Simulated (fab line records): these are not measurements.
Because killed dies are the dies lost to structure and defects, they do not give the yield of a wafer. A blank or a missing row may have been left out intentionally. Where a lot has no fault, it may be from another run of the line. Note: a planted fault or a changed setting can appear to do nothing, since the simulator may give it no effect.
A struck lot beside a sound one -- flow rit_cmos -- 15 steps out of a route of 202
Sound: wafers L696.1, L696.2, L696.6. Struck: wafer L713.1. (L713.4, L713.5 of the same lot were not struck and are left out.) The cause comes at the end.
Each step with rows lists, per side, the tool, then ch with its chambers, then its first start. Under that, the readings that differ: sound wafers -- struck wafers -- difference of the means -- sigmas: that difference in standard deviations of wafers without a fault.
alike: words and numbers the same on both sides, and readings whose means are apart by under 2 such deviations; not compared: readings that were withheld, readings missing a value for some wafer, numbers with overlapping values and no deviation given by the record, and bounds like >300 which may hide the same value.
Wherever a step has rows on one side only, a row that says differs or no value, or a row with sigmas, the two part there. When numbers do not overlap yet have no deviation, they are printed without sigmas and do not part them. Lack of a reading on every wafer of one side parts them only where that side has two or more wafers.

RIT_SILICIDE_RTA_06: time 10 s, ramp up 5 s, ramp down 10 s.
  sound on rtp_anneal-01 ch 0, day 4 04:26; struck on rtp_anneal-02 ch 0, day 8 04:13
  alike: anneal_temp_c_max, chamber_o2_ppm, wafer_temp_C_max
RIT_CONTACT_CVD_00: deposits SiO2 from TEOS, target thk 400 nm, time 61 s.
  sound on pecvd-02 ch 1,2, day 4 04:31; struck on pecvd-01 ch 1, day 8 04:17
  alike: heater_power_w, rf_fwd_power_W
  not compared: since_wet_clean_h
RIT_CONTACT_THK_MEAS_01:
  struck on film_metro-01, day 8 04:20; sound on film_metro-04, day 4 04:35
  alike: CONTACT_TEOS_THK
then, 6 steps without rows for these wafers: RIT_CONTACT_HMDS_02 (prime time 60 s); RIT_CONTACT_COAT_03 (resist thk 1000 nm); RIT_CONTACT_SOFTBAKE_04 (time 60 s); RIT_CONTACT_EXPOSE_05 (exposes mask M11, target cd 1000 nm); RIT_CONTACT_PEB_06; RIT_CONTACT_DEVELOP_07 (develop time 120 s).
RIT_CONTACT_CD_MEAS_08 targets a cd of 1000 nm.
  struck on cd_sem-02, day 8 05:37; sound on cd_sem-02, day 4 05:40
  alike: cd_nm
RIT_CONTACT_OVL_MEAS_09:
  struck on overlay-01, day 8 05:44; sound on overlay-01, day 4 05:47
  alike: CONTACT_OVL
then, 1 step without rows for these wafers: RIT_CONTACT_HARDBAKE_10 (time 60 s).
RIT_CONTACT_ETCH_11: etches SiO2 in CHF3/CF4/Ar, stops on TiSi2, target depth 480 nm, time 320 s.
  sound on rie_diel-02 ch 0,1,2, day 4 06:02; struck on rie_diel-03 ch 2, day 8 06:06
reading,sound,struck,difference,sigmas
over_etch_frac,0.2 0.2 0.2,0.33544,+0.13544,
model.NOVOLAK_of_CONTACT_COAT_03.thk_nm (nm),761.5 766.4 761.8,751.9,-11.3,
  alike: O2_flow_sccm, drypump_motor_current_A, oes_product_au, rf_fwd_power_W, throttle_valve_pct
  not compared: rf_hours_counter_h
RIT_CONTACT_STRIP_12: strips in O2, time 180 s.
  sound on plasma_asher-03 ch 0,1, day 4 06:14; struck on plasma_asher-03 ch 1, day 8 06:17
  alike: drypump_motor_current_A, rf_refl_power_W
  not compared: rf_hours_counter_h
RIT_M1_PROBE_99:
  struck on prober-01, day 8 11:08; sound on prober-02, day 4 11:11
reading,sound,struck,difference,sigmas
model.etest.antenna_contact.vt_shift_v (V),-0.0185 -0.01347 -0.01307,-0.02135,-0.00634,
  alike: killed_at_contacts, killed_at_front_end, killed_dies, killed_open, killed_short

WHERE THEY PART
Nowhere in this record.

WHY: what the simulator had put in
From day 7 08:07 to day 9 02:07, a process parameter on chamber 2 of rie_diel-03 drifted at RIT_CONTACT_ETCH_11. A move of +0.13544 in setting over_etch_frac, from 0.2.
